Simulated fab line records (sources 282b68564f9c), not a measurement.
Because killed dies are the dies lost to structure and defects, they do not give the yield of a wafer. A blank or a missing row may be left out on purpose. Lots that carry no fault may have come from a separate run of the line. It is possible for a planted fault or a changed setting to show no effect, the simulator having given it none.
Split-lot experiment + flow rit-cmos + 5 lots, 23 wafers read, on a route of 202 steps

== THE SPLIT ==
At RIT_NLDD_SOFTBAKE_02 (time 60 s), the setting temp-c was moved away from the recipe's 90 C on 8 of the 23 wafers read, by -3.6% to +3.7%. The other wafers ran this setting at the recipe's value.

== FROM THE SPLIT TO THE READING: what the file shows between them, 2 steps ==
- RIT_NLDD_EXPOSE_03: exposes mask M7, target cd 40700 nm
- RIT_NLDD_PEB_04

== THE READING ==
NOVOLAK_of_NLDD_COAT_01.thk-nm (the simulator's own value, which no gauge read), in nm, at RIT_NLDD_DEVELOP_05 (develop time 50 s). There is no usual value for it anywhere in the file. The 15 wafers here that ran the recipe average 998.2 nm, standard deviation 2.3 nm.

| wafer  | tool, chamber at the split | temp-c as run, C | against the recipe | NOVOLAK_of_NLDD_COAT_01.thk-nm, nm | against lot-mates on the recipe |
|--------|----------------------------|------------------|--------------------|------------------------------------|---------------------------------|
| L081.1 | litho-track-02, 0          | 90               | recipe             | 1000                               | -                               |
| L081.2 | litho-track-02, 0          | 90               | recipe             | 1003                               | -                               |
| L081.3 | litho-track-02, 0          | 86.77            | -3.6%              | 1014                               | +12.5                           |
| L081.4 | litho-track-02, 0          | 86.77            | -3.6%              | 1006                               | +4.5                            |
| L081.6 | litho-track-02, 0          | 86.77            | -3.6%              | 1008                               | +6.5                            |
| L082.3 | litho-track-03, 0          | 90               | recipe             | 996.8                              | -                               |
| L082.5 | litho-track-03, 0          | 90               | recipe             | 998.2                              | -                               |
| L082.6 | litho-track-03, 0          | 90               | recipe             | 997                                | -                               |
| L083.1 | litho-track-01, 0          | 92.8             | +3.1%              | 991.2                              | -10.3                           |
| L083.2 | litho-track-01, 0          | 90               | recipe             | 1002                               | -                               |
| L083.3 | litho-track-01, 0          | 92.8             | +3.1%              | 991.4                              | -10.1                           |
| L083.4 | litho-track-01, 0          | 90               | recipe             | 1001                               | -                               |
| L083.5 | litho-track-01, 0          | 92.8             | +3.1%              | 993.7                              | -7.8                            |
| L084.1 | litho-track-03, 0          | 90               | recipe             | 995.4                              | -                               |
| L084.2 | litho-track-03, 0          | 90               | recipe             | 998.8                              | -                               |
| L084.3 | litho-track-03, 0          | 90               | recipe             | 995.5                              | -                               |
| L084.4 | litho-track-03, 0          | 90               | recipe             | 997.7                              | -                               |
| L084.5 | litho-track-03, 0          | 90               | recipe             | 998.6                              | -                               |
| L085.1 | litho-track-03, 0          | 90               | recipe             | 995.2                              | -                               |
| L085.2 | litho-track-03, 0          | 93.35            | +3.7%              | 986.5                              | -9.7                            |
| L085.5 | litho-track-03, 0          | 93.35            | +3.7%              | 986.5                              | -9.7                            |
| L085.4 | litho-track-03, 0          | 90               | recipe             | 996.9                              | -                               |
| L085.6 | litho-track-03, 0          | 90               | recipe             | 996.6                              | -                               |

THE FIT
A straight line over all 23 wafers: NOVOLAK_of_NLDD_COAT_01.thk-nm changes by -2.79 nm for each +1% of temp-c; r = -0.91; the points scatter about the line by 2.6 nm.
The same after taking each lot's own level away (the mean of its wafers on the recipe; 23 wafers): -2.54 nm for each +1%; r = -0.95; scatter 1.8 nm.
According to that fit, moving temp-c by its largest amount changes the reading by 9.5 nm.
Across the lots, their own levels run from 996.23 to 1001.50 nm, a range of 2.3 times the standard deviation given above.
The two slopes are in agreement: the lot-to-lot level therefore moves the slope only a little.
Check: -9.86 nm against its lot-mates is what the line predicts for one of the wafers moved furthest among these (+3.7%) when that wafer is left out of the fit. It came out at -9.73 nm against them.

== OTHER SPLITS APPLIED TO THESE WAFERS ==
These wafers also went through other splits before the reading. Each is held against what the fit with the lots' levels taken away leaves over:
| other split on the same wafers      | wafers away from the commonest value | r with NOVOLAK_of_NLDD_COAT_01.thk-nm (lot level and that fit taken away) |
|-------------------------------------|--------------------------------------|---------------------------------------------------------------------------|
| RIT_ACTIVE_CVD_03 sih2cl2-flow-sccm | 18                                   | +0.10                                                                     |
| RIT_FOX2_OXIDATION_00 temp-c        | 15                                   | +0.08                                                                     |
| RIT_NWELL_IMPLANT_08 dose-cm2       | 10                                   | -0.58                                                                     |
| RIT_PWELL_IMPLANT_08 energy-kev     | 11                                   | +0.36                                                                     |
| RIT_NRETRO_COAT_01 resist-thk-nm    | 7                                    | +0.12                                                                     |
| RIT_GATE_CLEAN_02 time-s            | 15                                   | -0.19                                                                     |
| RIT_GATE_CVD_08 temp-c              | 15                                   | -0.19                                                                     |
| RIT_GATE_DEVELOP_15 develop-time-s  | 9                                    | -0.04                                                                     |

== FILE'S OWN FIT ==
NOVOLAK_of_NLDD_COAT_01.thk-nm changes by -2.54 nm for each +1% of temp-c, r = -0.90.
